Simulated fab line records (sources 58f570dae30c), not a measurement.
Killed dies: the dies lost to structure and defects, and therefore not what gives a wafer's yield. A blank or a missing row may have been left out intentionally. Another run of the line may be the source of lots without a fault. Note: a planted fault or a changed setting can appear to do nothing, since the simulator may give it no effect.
Which of the tools did it? | flow berkeleyCmos170 | 48 wafers from 16 lots sampled at 5 of the route's 331 steps

## WHAT THE GAUGES SHOWED, per wafer
UCB170_ACTIVE_CD_MEAS_90 targets a cd of 1200 nm.
lot  | measured    | on       | cdNm (nm)
L692 | day 4 06:10 | cdSem-01 | 1200.7 1199.1 1198.2
L693 | day 4 14:25 | cdSem-02 | 1199.6 1199.9 1199.4
L694 | day 4 21:51 | cdSem-02 | 1199.5 1200.1 1199.1
L696 | day 5 02:01 | cdSem-02 | 1199.4 1200.4 1199.5
L697 | day 5 13:25 | cdSem-01 | 1200.4 1199.7 1199.0
L698 | day 5 13:44 | cdSem-01 | 1200.6 1200.5 1199.6
L699 | day 5 13:50 | cdSem-02 | 1200.2 1200.5 1200.3
L701 | day 6 04:44 | cdSem-01 | 1199.2 1197.9 1198.3
L700 | day 6 04:57 | cdSem-02 | 1198.1 1197.0 1198.1
L703 | day 6 10:09 | cdSem-02 | 1198.9 1199.0 1199.4
L702 | day 6 10:28 | cdSem-01 | 1200.7 1199.2 1200.6
L705 | day 6 20:08 | cdSem-01 | 1195.8 1196.7 1197.5
L704 | day 6 20:21 | cdSem-01 | 1197.8 1198.5 1199.4
L706 | day 6 20:37 | cdSem-01 | 1199.2 1200.4 1198.9
L708 | day 7 01:28 | cdSem-01 | 1198.2 1197.8 1198.6
L707 | day 7 01:34 | cdSem-02 | 1202.2 1202.8 1201.8

UCB170_SCREENOX_THK_MEAS_02.
lot  | measured    | on           | SCREENOX_OXIDE_THK (nm)
L692 | day 5 03:16 | filmMetro-02 | 14.33 14.42 14.35
L693 | day 5 14:28 | filmMetro-02 | 14.37 14.58 14.27
L694 | day 5 21:52 | filmMetro-01 | 14.27 14.31 14.42
L696 | day 6 02:28 | filmMetro-02 | 14.46 14.18 14.28
L697 | day 6 11:38 | filmMetro-02 | 14.20 13.80 14.09
L698 | day 6 11:40 | filmMetro-03 | 13.90 14.13 13.80
L699 | day 6 11:39 | filmMetro-01 | 14.27 13.83 14.03
L701 | day 7 02:26 | filmMetro-02 | 13.82 14.01 13.99
L700 | day 7 02:25 | filmMetro-03 | 14.07 14.23 14.23
L703 | day 7 06:56 | filmMetro-01 | 14.72 14.67 14.63
L702 | day 7 06:57 | filmMetro-03 | 14.34 14.38 14.39
L705 | day 7 18:55 | filmMetro-02 | 14.87 14.55 14.39
L704 | day 7 18:53 | filmMetro-03 | 14.54 14.32 14.17
L706 | day 7 18:55 | filmMetro-01 | 14.19 14.43 14.60
L708 | day 8 05:46 | filmMetro-03 | 14.05 14.24 14.06
L707 | day 8 05:46 | filmMetro-01 | 14.05 14.16 14.14

UCB170_NVT_TW_MEAS_09.
lot  | measured    | on           | NVT_TW
L692 | day 5 07:43 | filmMetro-03 | 525 528 526
L693 | day 5 21:17 | filmMetro-03 | 529 529 529
L694 | day 6 03:43 | filmMetro-02 | 535 534 535
L696 | day 6 07:31 | filmMetro-03 | 521 521 522
L697 | day 6 16:32 | filmMetro-02 | 532 533 532
L698 | day 6 16:19 | filmMetro-04 | 522 526 523
L699 | day 6 16:38 | filmMetro-04 | 523 523 520
L701 | day 7 08:07 | filmMetro-04 | 521 525 522
L700 | day 7 08:19 | filmMetro-04 | 523 522 523
L703 | day 7 13:08 | filmMetro-02 | 537 535 536
L702 | day 7 13:19 | filmMetro-03 | 524 524 525
L705 | day 8 01:24 | filmMetro-03 | 520 522 520
L704 | day 8 02:07 | filmMetro-04 | 315 317 317
L706 | day 8 02:23 | filmMetro-03 | 313 315 313
L708 | day 8 11:17 | filmMetro-02 | 325 323 326
L707 | day 8 11:04 | filmMetro-02 | 323 323 323

UCB170_GATE_THK_MEAS_05.
lot  | measured    | on           | GATE_POLY_THK (nm)
L692 | day 5 22:02 | filmMetro-02 | 211.5 210.8 210.3
L693 | day 6 10:34 | filmMetro-02 | 213.9 213.4 215.1
L694 | day 6 14:07 | filmMetro-04 | 212.5 212.7 213.5
L696 | day 6 20:07 | filmMetro-04 | 213.7 214.8 214.0
L697 | day 7 01:34 | filmMetro-02 | 217.4 217.2 215.5
L698 | day 7 01:35 | filmMetro-04 | 215.8 214.9 214.6
L699 | day 7 01:35 | filmMetro-01 | 212.7 211.1 211.6
L701 | day 7 18:58 | filmMetro-02 | 213.9 213.5 212.7
L700 | day 7 18:55 | filmMetro-04 | 212.2 212.0 212.9
L703 | day 8 01:35 | filmMetro-02 | 215.1 214.3 213.2
L702 | day 8 01:37 | filmMetro-01 | 214.6 214.8 214.0
L705 | day 8 16:36 | filmMetro-04 | 211.2 211.0 212.5
L704 | day 8 16:39 | filmMetro-04 | 212.2 211.5 212.1
L706 | day 8 16:36 | filmMetro-02 | 212.0 209.9 212.0
L708 | day 8 21:53 | filmMetro-01 | 211.0 210.7 210.2
L707 | day 8 21:53 | filmMetro-02 | 212.3 213.7 213.2

## WHAT TOOL EACH LOT RAN ON (gives the tool, then ch and the chambers of the sampled wafers, and finally the start)
lot  | UCB170_NVT_IMPLANT_07
L692 | implanter-02 ch 0, day 5 07:30
L693 | implanter-04 ch 0, day 5 21:03
L694 | implanter-02 ch 0, day 6 03:28
L696 | implanter-03 ch 0, day 6 07:16
L697 | implanter-04 ch 0, day 6 16:17
L698 | implanter-03 ch 0, day 6 16:06
L699 | implanter-02 ch 0, day 6 16:24
L701 | implanter-03 ch 0, day 7 07:53
L700 | implanter-02 ch 0, day 7 08:04
L703 | implanter-02 ch 0, day 7 12:53
L702 | implanter-04 ch 0, day 7 13:06
L705 | implanter-04 ch 0, day 8 01:11
L704 | implanter-03 ch 0, day 8 01:53
L706 | implanter-02 ch 0, day 8 02:10
L708 | implanter-03 ch 0, day 8 11:03
L707 | implanter-02 ch 0, day 8 10:49
- UCB170_NVT_IMPLANT_07

## WHAT THE TOOLS THEMSELVES READ (means of the sampled wafers that have a number; where no wafer has one, the mark that the record gives instead)
The record holds no such reading with a usual standard deviation.

## THE ANSWER, worked out from the rows above alone
Rule: the lots themselves supply what counts as usual. Put in order of their means at a reading, lots are off if they are a third of the lots or fewer, leave a main group of 4 or more, and stand apart from it by a gap of 3 or more times the standard deviation of the main group's means; of several such gaps the widest counts. The tables above print the reading to a certain number of digits; a main group whose means all agree to those digits is not used. A lot without any number at a reading at which 4 lots or more have one is off too. Any other lot the step has rows for is counted as sound. First the gauges in route order, then the tools' own readings, where a lot's mean is used as printed above. The first step at which some lot is off is used, and at that step the reading that is off furthest; a lot without a number counts as furthest.
Off: L704, L706, L708, L707, seen at UCB170_NVT_TW_MEAS_09 (NVT_TW). The main group: mean 526, standard deviation 5.2.
A tool fits if, at a process step before that reading, it ran every lot that is off, and no sound lot after the first of them. The gauges at UCB170_NVT_TW_MEAS_09 are tried like those tools. Not one of the candidates tried fits.

## WHAT THE SIMULATOR PUT IN
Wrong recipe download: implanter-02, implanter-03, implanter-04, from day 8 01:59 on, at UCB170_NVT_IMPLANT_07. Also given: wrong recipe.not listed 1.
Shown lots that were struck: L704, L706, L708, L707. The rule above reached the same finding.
